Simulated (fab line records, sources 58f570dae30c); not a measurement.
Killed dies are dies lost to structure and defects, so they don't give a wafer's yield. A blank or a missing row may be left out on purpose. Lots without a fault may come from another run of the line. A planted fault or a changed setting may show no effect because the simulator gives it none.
fab line records | flow berkeley_cmos170
record lots=5 wafers=15 last_day=12
route steps=331 shown V1@264 M2@271 V2@292
lots that met no fault: from a run of the same line without faults
start_h: hours from the record's first day to the start of the lot's first wafer shown | wait_h: hours since the lot's step before | " the same as in the row above | L1.1+2: a row that stands for several wafers | - no value, or no start given | * or withheld: withheld | < > ~ a bound
route shown NAME@n: a module of which the file shows steps, and the number in the route of the first | usual: mean/standard deviation of fault-free wafers | same: alike in all rows | chamber/n: place in a boat | sites: the reading at each site | _std_site: their standard deviation | _edge_site: outer sites' mean less inner sites' | radius_mm: how far each site lies from the wafer's centre | mask NAME#n: copy n | behind: the tool/chamber that last shaped the wafer | hold: why the lot was held/for how many hours/how that ended | device: the transistor (n, p or np) that didn't switch | end of line: the same wafers' tests at the end of the route | a step without rows: its recipe alone | killed: dies lost to structure and defects at the first sort, not the wafer's yield | map: a wafer's dies, x killed, . not, _ none there
set.NAME: the setting as run; set.NAME@STEP: as run at that earlier step | model.NAME: the simulator's own value behind a step, which no gauge read
lots at some steps of the route; a table a step, a row a wafer
services: from which hour (start_h, from the record's first day; less than 0 if before it) a tool's chamber was out of use, for how many hours, and why
## steps
# step UCB170_V1_PEB_10
# recipe peb_temp_c=130 peb_time_s=withheld resist=KrF
# usual plate_temp_C=130.01/0.13
# columns lot.wafer tool chamber start_h wait_h plate_temp_C
L074.3 litho_track-04 0 165.42 0.1 130.01
L074.4 " 0 " " 130.04
L074.6 " 0 " " 129.99
L081.2 litho_track-03 0 204.82 0.5 130.18
L081.3 " 0 " " 130.03
L081.4 " 0 " " 130.04
L082.1 litho_track-03 0 205.79 0.9 129.97
L082.4 " 0 " " 130.15
L082.6 " 0 " " 129.96
L088.1 litho_track-02 0 250.62 0.3 130.00
L088.3 " 0 " " 129.97
L088.5 " 0 " " 129.92
L094.3 litho_track-02 0 263.75 0.4 130.10
L094.4 " 0 " " 130.17
L094.5 " 0 " " 129.95
# step UCB170_V1_DEVELOP_11
# recipe developer=TMAH develop_time_s=47.2 resist=KrF dev_temp_c=21
# columns lot.wafer tool chamber start_h wait_h
L074.3+4+6 litho_track-04 0 - -
L081.2+3+4 litho_track-03 0 - -
L082.1+4+6 litho_track-03 0 - -
L088.1+3+5 litho_track-02 0 - -
L094.3+4+5 litho_track-02 0 - -
# step UCB170_V1_CD_MEAS_12
# recipe target_cd_nm=700
# usual cd_nm=700.2/1.4
# columns lot.wafer tool chamber start_h wait_h cd_nm
L074.3 cd_sem-02 - 165.77 - 698.4
L074.4 " - " " 698.3
L074.6 " - " " 700.2
L081.2 cd_sem-01 - 205.09 - 699.4
L081.3 " - " " 700.2
L081.4 " - " " 699.5
L082.1 cd_sem-02 - 206.07 - 699.0
L082.4 " - " " 698.9
L082.6 " - " " 698.9
L088.1 cd_sem-01 - 250.90 - 702.6
L088.3 " - " " 702.3
L088.5 " - " " 703.0
L094.3 cd_sem-01 - 264.01 - 701.3
L094.4 " - " " 700.1
L094.5 " - " " 700.4
# step UCB170_V1_OVL_MEAS_13
# usual V1_OVL=-3/6.3
# columns lot.wafer tool chamber start_h wait_h V1_OVL[nm]
L074.3 overlay-01 - 165.86 0.1 -16
L074.4 " - " " -7
L074.6 " - " " -6
L081.2 overlay-01 - 205.19 0.1 -1
L081.3 " - " " 5
L081.4 " - " " -4
L082.1 overlay-02 - 206.19 0.1 -9
L082.4 " - " " -13
L082.6 " - " " -10
L088.1 overlay-01 - 251.02 0.1 -4
L088.3 " - " " -2
L088.5 " - " " -5
L094.3 overlay-01 - 264.10 0.1 6
L094.4 " - " " 5
L094.5 " - " " 1
# step UCB170_V1_ETCH_14
# recipe chemistry=CHF3/CF4/Ar target=SiO2 stop_on=Al CHF3_flow_sccm=45 cf4_flow_sccm=15 Ar_flow_sccm=150 pressure_mtorr=200 rf_w=700 target_depth_a=12500 over_etch_frac=0.25 time_s=291
# usual cf4_flow_sccm=15.00/0.042 drypump_motor_current_A=5.8/0.57 oes_product_au=0.870/0.013 throttle_valve_pct=6.93/0.12
# columns lot.wafer tool chamber start_h wait_h cf4_flow_sccm drypump_motor_current_A oes_product_au rf_hours_counter_h throttle_valve_pct
L074.3 rie_diel-04 1 165.88 0.0 15.13 5.0 0.851 147 6.95
L074.4 " 0 " " 14.98 6.8 0.879 21 7.06
L074.6 " 0 " " 14.98 6.8 0.871 - 7.04
L081.2 rie_diel-04 2 205.22 0.0 14.96 5.6 0.863 73 6.80
L081.3 " 0 " " 14.95 6.7 0.878 23 7.02
L081.4 " 0 " " 14.97 6.7 0.883 - 7.02
L082.1 rie_diel-03 3 206.22 0.0 15.04 5.3 0.874 132 6.84
L082.4 " 2 " " 14.95 5.9 0.871 127 6.93
L082.6 " 3 " " 15.06 5.3 0.872 - 6.82
L088.1 rie_diel-02 1 251.05 0.0 15.04 5.7 0.880 5 7.00
L088.3 " 2 " " 15.01 5.5 0.871 109 6.74
L088.5 " 0 " " 14.96 4.8 0.878 - 6.96
L094.3 rie_diel-02 1 264.13 0.0 14.99 5.7 0.880 6 6.97
L094.4 " 0 " " 15.02 4.8 0.880 21 6.95
L094.5 " 0 " " 14.96 4.8 0.882 - 6.94
# step UCB170_V1_STRIP_15
# recipe chemistry=O2 power_w=400 pressure_mtorr=3500 platen_temp_c=withheld o2_flow_sccm=400 overash_fraction=0.5
# usual drypump_motor_current_A=5.7/0.64 oes_product_au=0.721/0.0043 strip_time_to_endpoint_s=15.28/0.076
# columns lot.wafer tool chamber start_h wait_h drypump_motor_current_A oes_product_au rf_hours_counter_h strip_time_to_endpoint_s
L074.3 plasma_asher-02 0 166.10 0.1 5.1 0.731 - 15.18
L074.4 " 1 " " 4.9 0.716 - 15.21
L074.6 " 0 " " 5.1 0.725 - 15.27
L081.2 plasma_asher-02 1 205.40 0.1 4.8 0.719 50 15.27
L081.3 " 0 " " 5.1 0.716 - 15.32
L081.4 " 1 " " 4.9 0.721 - 15.28
L082.1 plasma_asher-04 1 206.40 0.1 6.3 0.715 36 15.20
L082.4 " 0 " " 6.2 0.720 - 15.27
L082.6 " 1 " " 6.3 0.723 - 15.29
L088.1 plasma_asher-04 0 251.23 0.1 6.3 0.720 42 15.23
L088.3 " 1 " " 6.3 0.723 - 15.24
L088.5 " 0 " " 6.3 0.718 - 15.27
L094.3 plasma_asher-02 1 264.34 0.1 4.9 0.718 - 15.28
L094.4 " 0 " " 5.1 0.723 - 15.24
L094.5 " 1 " " 4.9 0.722 - 15.27
# step UCB170_V1_CD_MEAS_90
# recipe target_cd_nm=700
# usual cd_nm=700.1/1.5
# columns lot.wafer tool chamber start_h wait_h cd_nm
L074.3 cd_sem-02 - 166.29 0.2 697.6
L074.4 " - " " 697.5
L074.6 " - " " 698.9
L081.2 cd_sem-02 - 205.52 0.1 700.1
L081.3 " - " " 700.3
L081.4 " - " " 699.1
L082.1 cd_sem-02 - 206.50 0.1 698.5
L082.4 " - " " 698.1
L082.6 " - " " 698.1
L088.1 cd_sem-01 - 251.33 0.1 703.6
L088.3 " - " " 703.1
L088.5 " - " " 702.9
L094.3 cd_sem-02 - 264.45 0.1 701.0
L094.4 " - " " 698.8
L094.5 " - " " 699.6
# step UCB170_M2_PRE_CLEAN_00
# recipe gas=Ar preclean_etch_time_s=60
# same preclean_etch_time_s=60
# columns lot.wafer tool chamber start_h wait_h
L074.3+4+6 pvd_sputter-01 - 166.37 0.1
L081.2+3+4 pvd_sputter-02 - 205.62 0.1
L082.1+4+6 pvd_sputter-04 - 206.62 0.1
L088.1+3+5 pvd_sputter-02 - 251.45 0.1
L094.3+4+5 pvd_sputter-01 - 264.53 0.1
# step UCB170_M2_SPUTTER_01
# recipe material=Al target_thk_nm=900 time_s=120 power_w=6000 chamber_pressure_pa=0.5
# usual throttle_valve_pct=30.7/1.1
# columns lot.wafer tool chamber start_h wait_h throttle_valve_pct
L074.3 pvd_sputter-01 - 166.44 0.0 31.4
L074.4 " - " " 32.9
L074.6 " - " " 31.1
L081.2 pvd_sputter-02 - 205.69 0.0 31.1
L081.3 " - " " 30.5
L081.4 " - " " 30.9
L082.1 pvd_sputter-04 - 206.69 0.0 29.0
L082.4 " - " " 31.4
L082.6 " - " " 28.9
L088.1 pvd_sputter-02 - 251.52 0.0 28.4
L088.3 " - " " 30.6
L088.5 " - " " 28.5
L094.3 pvd_sputter-01 - 264.59 0.0 31.4
L094.4 " - " " 31.2
L094.5 " - " " 29.9
# step UCB170_M2_RS_MEAS_02
# recipe thk_meas_gauge=four-point-probe reads=Al_of_M2_SPUTTER_01
# usual M2_AL_RS=0.03212/0.00028
# columns lot.wafer tool chamber start_h wait_h M2_AL_RS[ohm/sq]
L074.3 film_metro-04 - 166.56 0.1 0.03186
L074.4 " - " " 0.03194
L074.6 " - " " 0.03213
L081.2 film_metro-03 - 205.79 0.1 0.03246
L081.3 " - " " 0.03238
L081.4 " - " " 0.0322
L082.1 film_metro-04 - 206.78 0.1 0.03214
L082.4 " - " " 0.03246
L082.6 " - " " 0.03218
L088.1 film_metro-04 - 251.60 0.0 0.03195
L088.3 " - " " 0.03185
L088.5 " - " " 0.03184
L094.3 film_metro-03 - 264.72 0.1 0.03253
L094.4 " - " " 0.03271
L094.5 " - " " 0.03271
# step UCB170_M2_THK_MEAS_03
# recipe thk_meas_gauge=xrf reads=Al_of_M2_SPUTTER_01
# usual M2_AL_THK=909/8.6
# columns lot.wafer tool chamber start_h wait_h M2_AL_THK[nm]
L074.3 film_metro-04 - 166.66 0.1 913
L074.4 " - " " 922
L074.6 " - " " 912
L081.2 film_metro-03 - 205.90 0.1 899
L081.3 " - " " 898
L081.4 " - " " 903
L082.1 film_metro-04 - 206.90 0.1 903
L082.4 " - " " 906
L082.6 " - " " 907
L088.1 film_metro-04 - 251.72 0.1 913
L088.3 " - " " 918
L088.5 " - " " 920
L094.3 film_metro-03 - 264.82 0.1 895
L094.4 " - " " 893
L094.5 " - " " 890
# step UCB170_M2_HMDS_04
# recipe prime_time_s=60 prime_temp_c=100
# columns lot.wafer tool chamber start_h wait_h
L074.3+4+6 litho_track-02 0 166.75 0.1
L081.2+3+4 litho_track-01 0 206.62 0.7
L082.1+4+6 litho_track-01 0 207.32 0.4
L088.1+3+5 litho_track-03 0 251.78 0.1
L094.3+4+5 litho_track-01 0 266.02 1.2
# step UCB170_M2_COAT_05
# recipe resist=KrF spin_rpm=1500 resist_thk_nm=900
# columns lot.wafer tool chamber start_h wait_h
L074.3+4+6 litho_track-02 0 166.90 0.1
L081.2+3+4 litho_track-01 0 206.77 0.1
L082.1+4+6 litho_track-01 0 207.47 0.1
L088.1+3+5 litho_track-03 0 251.93 0.1
L094.3+4+5 litho_track-01 0 266.17 0.1
# step UCB170_M2_SOFTBAKE_06
# recipe resist=KrF temp_c=130 time_s=60
# usual plate_temp_C=129.99/0.14
# columns lot.wafer tool chamber start_h wait_h plate_temp_C
L074.3 litho_track-02 0 167.05 0.1 129.83
L074.4 " 0 " " 129.92
L074.6 " 0 " " 130.10
L081.2 litho_track-01 0 206.92 0.1 130.05
L081.3 " 0 " " 130.11
L081.4 " 0 " " 130.18
L082.1 litho_track-01 0 207.62 0.1 129.91
L082.4 " 0 " " 130.16
L082.6 " 0 " " 130.13
L088.1 litho_track-03 0 252.08 0.1 129.90
L088.3 " 0 " " 130.15
L088.5 " 0 " " 129.80
L094.3 litho_track-01 0 266.32 0.1 130.05
L094.4 " 0 " " 129.98
L094.5 " 0 " " 129.83
# step UCB170_M2_STRIP_07
# recipe chemistry=O2 power_w=400 pressure_mtorr=3500 platen_temp_c=withheld o2_flow_sccm=400 overash_fraction=0.5
# usual drypump_motor_current_A=5.6/0.56 oes_product_au=0.735/0.0046 strip_time_to_endpoint_s=21.94/0.058
# columns lot.wafer tool chamber start_h wait_h drypump_motor_current_A oes_product_au rf_hours_counter_h strip_time_to_endpoint_s
L074.3 plasma_asher-04 1 167.19 0.1 6.3 0.731 - 21.91
L074.4 " 0 " " 6.2 0.739 - 21.94
L074.6 " 1 " " 6.3 0.730 - 21.93
L081.2 plasma_asher-03 1 207.05 0.1 5.2 0.732 52 21.91
L081.3 " 0 " " 5.2 0.733 - 21.92
L081.4 " 1 " " 5.2 0.734 - 21.91
L082.1 plasma_asher-03 1 207.77 0.1 5.2 0.737 52 21.96
L082.4 " 1 " " 5.2 0.738 - 21.98
L082.6 " 0 " " 5.2 0.735 - 22.05
L088.1 plasma_asher-04 1 252.23 0.1 6.3 0.740 42 21.90
L088.3 " 1 " " 6.3 0.742 - 21.78
L088.5 " 0 " " 6.2 0.737 - 21.95
L094.3 plasma_asher-02 0 266.45 0.1 5.1 0.736 - 21.91
L094.4 " 1 " " 4.8 0.735 - 22.00
L094.5 " 0 " " 5.1 0.741 - 21.97
# step UCB170_M2_STRIP_08
# recipe chemistry=DMSO temp_c=80 time_s=600 material=KrF
# columns lot.wafer tool chamber start_h wait_h
L074.3+4+6 wet_bench-04 3 167.25 0.0
L081.2+3+4 wet_bench-03 3 207.15 0.1
L082.1+4+6 wet_bench-03 1 207.87 0.1
L088.1+3+5 wet_bench-03 2 253.41 1.1
L094.3+4+5 wet_bench-03 3 266.52 0.0
# step UCB170_M2_COAT_09
# recipe resist=BARC temp_c=withheld time_s=withheld spin_rpm=3000 resist_thk_nm=withheld
# columns lot.wafer tool chamber start_h wait_h
L074.3+4+6 litho_track-02 0 167.49 0.1
L081.2+3+4 litho_track-01 0 207.80 0.5
L082.1+4+6 litho_track-03 0 208.59 0.5
L088.1+3+5 litho_track-02 0 253.86 0.3
L094.3+4+5 litho_track-02 0 267.72 0.9
# step UCB170_M2_COAT_10
# recipe resist=KrF spin_rpm=1500 resist_thk_nm=900
# columns lot.wafer tool chamber start_h wait_h
L074.3+4+6 litho_track-02 0 - -
L081.2+3+4 litho_track-01 0 - -
L082.1+4+6 litho_track-03 0 - -
L088.1+3+5 litho_track-02 0 - -
L094.3+4+5 litho_track-02 0 - -
# step UCB170_M2_SOFTBAKE_11
# recipe resist=KrF temp_c=130 time_s=61.11
# usual plate_sensor_t_centre_C=131.41/0.01 plate_sensor_t_edge_C=131.53/0.0091
# columns lot.wafer tool chamber start_h wait_h plate_sensor_t_centre_C plate_sensor_t_edge_C
L074.3 litho_track-02 0 - - 131.43 131.53
L074.4 " 0 " " 131.4 131.54
L074.6 " 0 " " 131.43 131.52
L081.2 litho_track-01 0 - - 131.4 131.53
L081.3 " 0 " " 131.43 131.52
L081.4 " 0 " " 131.42 131.52
L082.1 litho_track-03 0 - - 131.43 131.53
L082.4 " 0 " " 131.4 131.51
L082.6 " 0 " " 131.41 131.52
L088.1 litho_track-02 0 - - 131.42 131.53
L088.3 " 0 " " 131.41 131.52
L088.5 " 0 " " 131.41 131.52
L094.3 litho_track-02 0 - - 131.41 131.53
L094.4 " 0 " " 131.41 131.54
L094.5 " 0 " " 131.42 131.52
# step UCB170_M2_EXPOSE_12
# recipe mask_id=METAL2 target_cd_nm=700 na=0.5 sigma_outer=0.6 source_shape=conventional dose_mj=26
# columns lot.wafer tool chamber start_h wait_h mask
L074.3+4+6 krf_scanner-02 0 167.93 - METAL2#0
L081.2+3+4 krf_scanner-01 0 208.37 - METAL2#0
L082.1+4+6 krf_scanner-01 0 209.04 - METAL2#0
L088.1+3+5 krf_scanner-01 0 254.44 - METAL2#0
L094.3+4+5 krf_scanner-02 0 268.16 - METAL2#0
# step UCB170_M2_PEB_13
# recipe peb_temp_c=130 peb_time_s=withheld resist=KrF
# usual plate_temp_C=130.03/0.12
# columns lot.wafer tool chamber start_h wait_h plate_temp_C
L074.3 litho_track-03 0 168.06 0.1 129.88
L074.4 " 0 " " 130.08
L074.6 " 0 " " 130.01
L081.2 litho_track-01 0 208.97 0.6 129.93
L081.3 " 0 " " 130.02
L081.4 " 0 " " 130.12
L082.1 litho_track-02 0 209.16 0.1 130.09
L082.4 " 0 " " 129.96
L082.6 " 0 " " 130.23
L088.1 litho_track-02 0 254.86 0.4 130.00
L088.3 " 0 " " 130.02
L088.5 " 0 " " 130.22
L094.3 litho_track-03 0 268.60 0.4 129.91
L094.4 " 0 " " 130.23
L094.5 " 0 " " 130.12
# step UCB170_M2_DEVELOP_14
# recipe developer=TMAH develop_time_s=45 resist=KrF dev_temp_c=21
# columns lot.wafer tool chamber start_h wait_h
L074.3+4+6 litho_track-03 0 - -
L081.2+3+4 litho_track-01 0 - -
L082.1+4+6 litho_track-02 0 - -
L088.1+3+5 litho_track-02 0 - -
L094.3+4+5 litho_track-03 0 - -
# step UCB170_M2_CD_MEAS_15
# recipe target_cd_nm=700
# usual cd_nm=699.9/1.2
# columns lot.wafer tool chamber start_h wait_h cd_nm
L074.3 cd_sem-02 - 168.39 - 699.1
L074.4 " - " " 699.1
L074.6 " - " " 698.2
L081.2 cd_sem-01 - 209.24 - 701.1
L081.3 " - " " 700.9
L081.4 " - " " 701.7
L082.1 cd_sem-01 - 209.43 - 699.6
L082.4 " - " " 700.8
L082.6 " - " " 700.9
L088.1 cd_sem-02 - 255.14 - 698.9
L088.3 " - " " 699.7
L088.5 " - " " 698.8
L094.3 cd_sem-01 - 268.92 - 700.9
L094.4 " - " " 699.6
L094.5 " - " " 698.8
# step UCB170_M2_OVL_MEAS_16
# usual M2_OVL=3/5.1
# columns lot.wafer tool chamber start_h wait_h M2_OVL[nm]
L074.3 overlay-01 - 168.49 0.1 3
L074.4 " - " " -4
L074.6 " - " " 0
L081.2 overlay-01 - 209.35 0.1 2
L081.3 " - " " 2
L081.4 " - " " -1
L082.1 overlay-01 - 209.55 0.1 9
L082.4 " - " " 12
L082.6 " - " " 6
L088.1 overlay-01 - 255.26 0.1 1
L088.3 " - " " -2
L088.5 " - " " -3
L094.3 overlay-01 - 269.01 0.1 5
L094.4 " - " " -4
L094.5 " - " " 0
# step UCB170_M2_ETCH_17
# recipe chemistry=N2/H2 target_depth_a=withheld overetch_a=withheld target=BARC time_s=withheld source_w=500 bias_w=100 pressure_mtorr=30 n2_flow_sccm=100 h2_flow_sccm=200
# usual bias_w=100.0/0.3 drypump_motor_current_A=5.8/0.54 oes_product_au=0.997/0.013 throttle_valve_pct=13.25/0.17
# columns lot.wafer tool chamber start_h wait_h bias_w drypump_motor_current_A oes_product_au throttle_valve_pct
L074.3 rie_diel-01 3 168.51 0.0 100.1 5.1 1.002 13.00
L074.4 " 2 " " 99.7 6.0 1.009 13.18
L074.6 " 2 " " 99.9 6.0 1.011 13.22
L081.2 rie_diel-03 2 209.38 0.0 100.3 5.9 0.996 13.37
L081.3 " 0 " " 100.3 6.2 0.970 13.52
L081.4 " 3 " " 99.5 5.3 1.010 13.14
L082.1 rie_diel-01 3 209.59 0.0 100.3 5.1 1.001 12.98
L082.4 " 2 " " 100.0 6.0 1.010 13.19
L082.6 " 1 " " 99.7 5.9 0.989 13.05
L088.1 rie_diel-03 0 255.29 0.0 100.3 6.2 0.979 13.53
L088.3 " 0 " " 100.4 6.2 0.969 13.51
L088.5 " 0 " " 100.2 6.2 0.979 13.50
L094.3 rie_diel-03 3 269.03 0.0 99.9 5.3 1.000 13.14
L094.4 " 2 " " 99.8 6.0 1.001 13.37
L094.5 " 2 " " 99.9 5.9 0.999 13.39
# step UCB170_M2_METAL_ETCH_18
# recipe chemistry=Cl2/BCl3 target=Al stop_on=SiO2 pressure_mtorr=12 target_depth_a=11700 over_etch_frac=0.3 time_s=195 icp_w=600 bias_w=120 Cl2_flow_sccm=90 bcl3_flow_sccm=45
# usual bias_w=120.0/0.36 drypump_motor_current_A=5.6/0.35 mfc_cl2_sccm=89.97/0.26 oes_product_au=0.851/0.011 throttle_valve_pct=24.26/0.2
# columns lot.wafer tool chamber start_h wait_h bias_w drypump_motor_current_A mfc_cl2_sccm oes_product_au rf_hours_counter_h throttle_valve_pct
L074.3 rie_metal-01 0 168.62 - 120.1 5.1 90.22 0.850 - 24.10
L074.4 " 1 " " 119.2 5.9 90.33 0.864 - 24.28
L074.6 " 1 " " 119.9 5.9 90.14 0.862 - 24.28
L081.2 rie_metal-01 1 209.42 - 120.7 5.9 89.49 0.855 2 24.27
L081.3 " 1 " " 120.3 5.9 89.86 0.859 - 24.26
L081.4 " 0 " " 119.9 5.1 90.12 0.852 - 24.10
L082.1 rie_metal-04 0 209.63 - 120.4 5.6 89.96 0.832 9 24.61
L082.4 " 1 " " 119.9 6.1 90.15 0.839 - 24.17
L082.6 " 0 " " 120.6 5.6 90.26 0.826 - 24.61
L088.1 rie_metal-04 1 255.36 - 120.1 6.0 89.98 0.842 8 24.18
L088.3 " 1 " " 119.9 6.1 89.73 0.854 - 24.19
L088.5 " 0 " " 119.9 5.6 90.65 0.844 - 24.61
L094.3 rie_metal-01 0 269.14 - 120.4 5.1 90.01 0.851 - 24.09
L094.4 " 1 " " 119.6 5.9 89.73 0.854 - 24.28
L094.5 " 1 " " 119.9 5.9 90.29 0.848 - 24.29
# step UCB170_M2_STRIP_19
# recipe chemistry=O2 power_w=400 pressure_mtorr=3500 platen_temp_c=withheld o2_flow_sccm=400 overash_fraction=0.5
# usual drypump_motor_current_A=5.5/0.57 oes_product_au=0.541/0.0093
# columns lot.wafer tool chamber start_h wait_h drypump_motor_current_A oes_product_au rf_hours_counter_h
L074.3 plasma_asher-02 0 168.77 0.1 5.1 0.542 -
L074.4 " 1 " " 4.9 0.545 -
L074.6 " 1 " " 4.9 0.548 -
L081.2 plasma_asher-02 0 209.61 0.1 5.2 0.544 50
L081.3 " 0 " " 5.1 0.548 -
L081.4 " 1 " " 4.9 0.544 -
L082.1 plasma_asher-03 0 209.82 0.1 5.2 0.545 53
L082.4 " 1 " " 5.2 0.527 -
L082.6 " 1 " " 5.2 0.544 -
L088.1 plasma_asher-02 0 255.54 0.1 5.1 0.541 56
L088.3 " 0 " " 5.1 0.537 -
L088.5 " 1 " " 4.9 0.551 -
L094.3 plasma_asher-04 1 269.30 0.1 6.3 0.534 -
L094.4 " 0 " " 6.2 0.542 -
L094.5 " 1 " " 6.3 0.539 -
# step UCB170_M2_CD_MEAS_90
# recipe target_cd_nm=700
# usual cd_nm=699.5/2.3
# columns lot.wafer tool chamber start_h wait_h cd_nm
L074.3 cd_sem-02 - 168.88 0.1 698.8
L074.4 " - " " 700.4
L074.6 " - " " 698.8
L081.2 cd_sem-02 - 209.73 0.1 701.4
L081.3 " - " " 702.4
L081.4 " - " " 701.5
L082.1 cd_sem-02 - 209.92 0.1 699.0
L082.4 " - " " 700.0
L082.6 " - " " 702.5
L088.1 cd_sem-01 - 255.64 0.1 698.7
L088.3 " - " " 697.9
L088.5 " - " " 700.5
L094.3 cd_sem-02 - 269.40 0.1 698.9
L094.4 " - " " 700.1
L094.5 " - " " 699.5
# step UCB170_V2_CVD_00
# recipe material=SiO2 target_thk_nm=2000 temp_c=390 precursor=TEOS/O2 time_s=250 rf_w=550 pressure_mtorr=9000
# usual heater_power_w=260/54
# columns lot.wafer tool chamber start_h wait_h heater_power_w since_wet_clean_h
L074.3 pecvd-03 2 168.96 0.1 308 140
L074.4 " 2 " " 210 -
L074.6 " 1 " " 290 -
L081.2 pecvd-01 2 209.83 0.1 227 395
L081.3 " 1 " " 217 395
L081.4 " 1 " " 161 -
L082.1 pecvd-03 2 210.04 0.1 253 182
L082.4 " 0 " " 304 -
L082.6 " 2 " " 301 -
L088.1 pecvd-03 2 255.76 0.1 268 227
L088.3 " 1 " " 327 227
L088.5 " 1 " " 377 -
L094.3 pecvd-01 1 269.48 0.1 169 13
L094.4 " 0 " " 255 -
L094.5 " 1 " " 218 -
# step UCB170_V2_THK_MEAS_01
# recipe reads=SiO2_of_V2_CVD_00
# usual V2_TEOS_THK=1997/24
# columns lot.wafer tool chamber start_h wait_h V2_TEOS_THK[nm]
L074.3 film_metro-03 - 169.14 0.1 1987
L074.4 " - " " 2011
L074.6 " - " " 2031
L081.2 film_metro-01 - 209.99 0.1 1967
L081.3 " - " " 1968
L081.4 " - " " 1989
L082.1 film_metro-01 - 210.19 0.1 2017
L082.4 " - " " 2033
L082.6 " - " " 1999
L088.1 film_metro-04 - 255.92 0.1 1989
L088.3 " - " " 1992
L088.5 " - " " 2037
L094.3 film_metro-04 - 269.66 0.1 1989
L094.4 " - " " 2022
L094.5 " - " " 2010
# step UCB170_V2_CMP_02
# recipe material=SiO2 down_force_psi=6 platen_rpm=60 pad_velocity_m_s=0.75398
# usual motor_current_A=16.4/1.4
# columns lot.wafer tool chamber start_h wait_h motor_current_A
L074.3 cmp-01 3 169.28 0.1 16.8
L074.4 " 0 " " 16.1
L074.6 " 1 " " 17.6
L081.3 cmp-01 1 210.09 0.1 17.7
L081.2 " 2 " " 18.8
L081.4 " 3 " " 16.4
L082.4 cmp-01 2 210.34 0.1 19.8
L082.1 " 0 " " 15.5
L082.6 " 3 " " 16.2
L088.3 cmp-02 1 255.98 0.0 15.3
L088.1 " 0 " " 15.6
L088.5 " 2 " " 15.2
L094.4 cmp-02 0 269.75 0.1 17.3
L094.3 " 2 " " 15.2
L094.5 " 0 " " 15.9
# step UCB170_V2_BOW_MEAS_03
# recipe mode=bow
# usual V2_BOW=36/7.4
# columns lot.wafer tool chamber start_h wait_h V2_BOW[um]
L074.3 film_metro-03 - 169.52 0.2 43
L074.4 " - " " 53
L074.6 " - " " 33
L081.2 film_metro-03 - 210.36 0.2 36
L081.3 " - " " 29
L081.4 " - " " 26
L082.1 film_metro-04 - 210.64 0.1 40
L082.4 " - " " 24
L082.6 " - " " 32
L088.1 film_metro-01 - 256.28 0.1 31
L088.3 " - " " 28
L088.5 " - " " 30
L094.3 film_metro-03 - 270.04 0.1 30
L094.4 " - " " 20
L094.5 " - " " 27
# step UCB170_V2_THK_MEAS_04
# recipe reads=SiO2_of_V2_CVD_00
# usual V2_POLISHED_THK=999.9/1
# columns lot.wafer tool chamber start_h wait_h V2_POLISHED_THK[nm]
L074.3 film_metro-03 - 169.62 0.1 1001.2
L074.4 " - " " 999.1
L074.6 " - " " 999.5
L081.2 film_metro-03 - 210.47 0.1 1001.2
L081.3 " - " " 998.3
L081.4 " - " " 999.3
L082.1 film_metro-04 - 210.76 0.1 1001.3
L082.4 " - " " 1002.3
L082.6 " - " " 1001.3
L088.1 film_metro-01 - 256.40 0.1 998.5
L088.3 " - " " 998.4
L088.5 " - " " 1000.3
L094.3 film_metro-03 - 270.14 0.1 1000.4
L094.4 " - " " 1000.1
L094.5 " - " " 999.3
# step UCB170_V2_CLEAN_05
# recipe chemistry=DIW
# columns lot.wafer tool chamber start_h wait_h
L074.3+4+6 wet_bench-03 0 169.66 0.0
L081.2+3+4 wet_bench-03 1 210.52 0.0
L082.1+4+6 wet_bench-03 3 210.87 0.1
L088.1+3+5 wet_bench-03 1 256.51 0.1
L094.3+4+5 wet_bench-02 2 271.53 1.4
# step UCB170_V2_HMDS_06
# recipe prime_time_s=60 prime_temp_c=100
# columns lot.wafer tool chamber start_h wait_h
L074.3+4+6 litho_track-01 0 169.90 0.1
L081.2+3+4 litho_track-04 0 210.93 0.2
L082.1+4+6 litho_track-04 0 211.35 0.3
L088.1+3+5 litho_track-04 0 256.86 0.0
L094.3+4+5 litho_track-02 0 272.20 0.5
# step UCB170_V2_COAT_07
# recipe resist=KrF spin_rpm=1500 resist_thk_nm=900
# columns lot.wafer tool chamber start_h wait_h
L074.3+4+6 litho_track-01 0 170.05 0.1
L081.2+3+4 litho_track-04 0 211.08 0.1
L082.1+4+6 litho_track-04 0 211.50 0.1
L088.1+3+5 litho_track-04 0 257.01 0.1
L094.3+4+5 litho_track-02 0 272.35 0.1
# step UCB170_V2_SOFTBAKE_08
# recipe resist=KrF temp_c=130 time_s=60
# usual plate_temp_C=130.01/0.15
# columns lot.wafer tool chamber start_h wait_h plate_temp_C
L074.3 litho_track-01 0 170.20 0.1 130.06
L074.4 " 0 " " 129.92
L074.6 " 0 " " 130.04
L081.2 litho_track-04 0 211.23 0.1 129.99
L081.3 " 0 " " 130.09
L081.4 " 0 " " 129.91
L082.1 litho_track-04 0 211.65 0.1 130.04
L082.4 " 0 " " 129.93
L082.6 " 0 " " 130.02
L088.1 litho_track-04 0 257.16 0.1 129.84
L088.3 " 0 " " 130.15
L088.5 " 0 " " 129.85
L094.3 litho_track-02 0 272.50 0.1 130.10
L094.4 " 0 " " 129.83
L094.5 " 0 " " 129.92
# step UCB170_V2_EXPOSE_09
# recipe mask_id=VIA2 target_cd_nm=700 na=0.5 sigma_outer=0.6 source_shape=conventional dose_mj=37
# columns lot.wafer tool chamber start_h wait_h mask
L074.3+4+6 krf_scanner-02 0 170.46 0.2 VIA2#0
L081.2+3+4 krf_scanner-01 0 211.50 0.2 VIA2#0
L082.1+4+6 krf_scanner-01 0 211.96 0.3 VIA2#0
L088.1+3+5 krf_scanner-02 0 257.44 0.2 VIA2#0
L094.3+4+5 krf_scanner-01 0 272.95 0.4 VIA2#0
## services
# columns tool chamber start_h hours kind
rie_diel-02 - 142.58 0.1 repair
rie_diel-02 0 143.66 12.6 repair
cmp-02 - 144.83 6.5 repair
pvd_sputter-02 - 146.78 9.1 repair
rie_metal-04 - 147.35 2.8 repair
krf_scanner-02 - 149.68 1.0 pm
rie_metal-01 - 150.18 0.8 repair
plasma_asher-04 - 153.10 4.3 pm
rie_metal-04 - 154.25 14.6 pm
krf_scanner-02 - 156.25 0.3 repair
krf_scanner-01 - 172.36 1.0 pm
wet_bench-03 - 194.50 1.9 pm
rie_diel-01 0 209.05 9.8 repair
pecvd-01 - 210.58 0.8 pm
cmp-02 - 212.16 5.6 repair
wet_bench-03 - 214.68 5.2 repair
krf_scanner-02 - 214.71 3.0 pm
cmp-01 - 221.58 0.4 repair
rie_diel-03 - 223.06 2.8 pm
pvd_sputter-02 - 226.95 8.3 repair
krf_scanner-02 - 231.60 0.8 pm
krf_scanner-02 - 233.50 4.4 pm
krf_scanner-01 - 233.51 2.6 repair
rie_diel-03 2 254.67 11.5 repair
## key
fault none
